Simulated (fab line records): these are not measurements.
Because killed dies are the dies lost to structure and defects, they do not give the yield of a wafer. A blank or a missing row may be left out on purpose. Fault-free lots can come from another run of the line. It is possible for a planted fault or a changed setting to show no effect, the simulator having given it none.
8D (eight disciplines) problem report, filled in by code || flow berkeley_cmos170 || the parts of the form that need people (team, actions taken, sign-off) are left out

== 1. THE ISSUE ==
Across 6 wafers from 2 lots, M1_AL_RS at UCB170_M1_RS_MEAS_01 averages 0.0430 ohm/sq, while fault-free wafers read 0.0485 ohm/sq with a standard deviation of 0.00048. Relative to the usual mean, that is a shift of -11 standard deviations.
The step: measures by four-point-probe.
The first sign was on wafer L170.1 at day 9 17:40, on film_metro-01. At this step, 42 wafers from 14 lots have a number in the record. Rule for "out" (also "out of limits"): further than 4 standard deviations from the usual mean. All remaining wafers that have a number are taken as sound.

== 2. WHAT IT IS AND WHAT IT IS NOT ==
{"question": "which readings at this step", "is": "M1_AL_RS", "is not": "-"}
{"question": "which lots", "is": "L170, L173", "is not": "L163, L164, L165, L166, L169, L171, L174, L176, L178, L179, L182, L186"}
{"question": "which wafers of those lots", "is": "all that have a number", "is not": "-"}
{"question": "read on which gauges", "is": "film_metro-01, film_metro-04", "is not": "film_metro-03"}
{"question": "when", "is": "from day 9 17:40", "is not": "up to then (15 sound wafers); but 21 sound wafers of L171, L174, L176, L178, L179, L182, L186 came after"}

== 3. SUSPECTS, AND WHAT RULES EACH OUT ==
Counting: a tool at any process step up to the reading remains a suspect when it ran all the lots that are out and ran no sound lot after the first of those.
- the gauge at UCB170_M1_RS_MEAS_01: ruled out. 2 gauges (film_metro-01, film_metro-04) read the wafers that are out.
- pvd_sputter-04 at UCB170_M1_SPUTTER_00 (material Al, target thk 600 nm, time 80 s): ruled out as a lasting fault. Following L170 (day 9 17:37), the first lot on it that is out, the sound lots L186 were run on it.
Left after counting: nothing in the record.

== 4. THE CAUSE (what the simulator had put in) ==
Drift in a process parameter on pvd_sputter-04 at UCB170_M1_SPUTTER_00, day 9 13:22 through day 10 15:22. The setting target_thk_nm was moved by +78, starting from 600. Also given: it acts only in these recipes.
The count ruled it out by mistake, since the rule takes a fault to strike every lot its tool runs from the start of the fault on, and this one did not do so.

== 5. SEQUENCE OF EFFECTS, ordered by route ==
Rows list readings where the struck wafers' mean (over those with a number) sits beyond 3 standard deviations from the usual. Only readings for which the record gives a usual standard deviation are gone through. hours: the time from each lot's start at the first step in this table that gives one to its start at this step, as a median over the lots. sigmas: the change in usual standard deviations.
{"hours": 0, "step": "UCB170_M1_RS_MEAS_01", "reading": "M1_AL_RS", "usual": "0.0485 ohm/sq", "on struck wafers": 0.0430, "change": -0.0055, "sigmas": -11}
{"hours": 0, "step": "UCB170_M1_THK_MEAS_02", "reading": "M1_AL_THK", "usual": "594 nm", "on struck wafers": 664, "change": "+70", "sigmas": "+9.5"}
{"hours": 2, "step": "UCB170_M1_METAL_ETCH_12", "reading": "oes_product_au", "usual": "0.861 a.u.", "on struck wafers": 0.929, "change": "+0.068", "sigmas": "+4.0"}
Here are the process steps it includes:
- UCB170_M1_METAL_ETCH_12: etches Al in Cl2/BCl3, stops on PSG, target depth 780 nm, time 130 s.
Later steps that measure or inspect, where all struck wafers having a row at the step show a number for every such reading and not one has moved that far: UCB170_M1_OVL_MEAS_10, UCB170_V1_THK_MEAS_01.

== 6. WHAT WOULD HAVE CAUGHT IT SOONER ==
Counted from the fault's start at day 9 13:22, it took 4 hours until the first out-of-limits reading at a measuring or inspecting step in this record, taken at day 9 17:40.
Tool readings at UCB170_M1_SPUTTER_00 with a usual standard deviation given in the record: none out on any struck wafer, hence no alarm at a limit of 4 standard deviations on them.
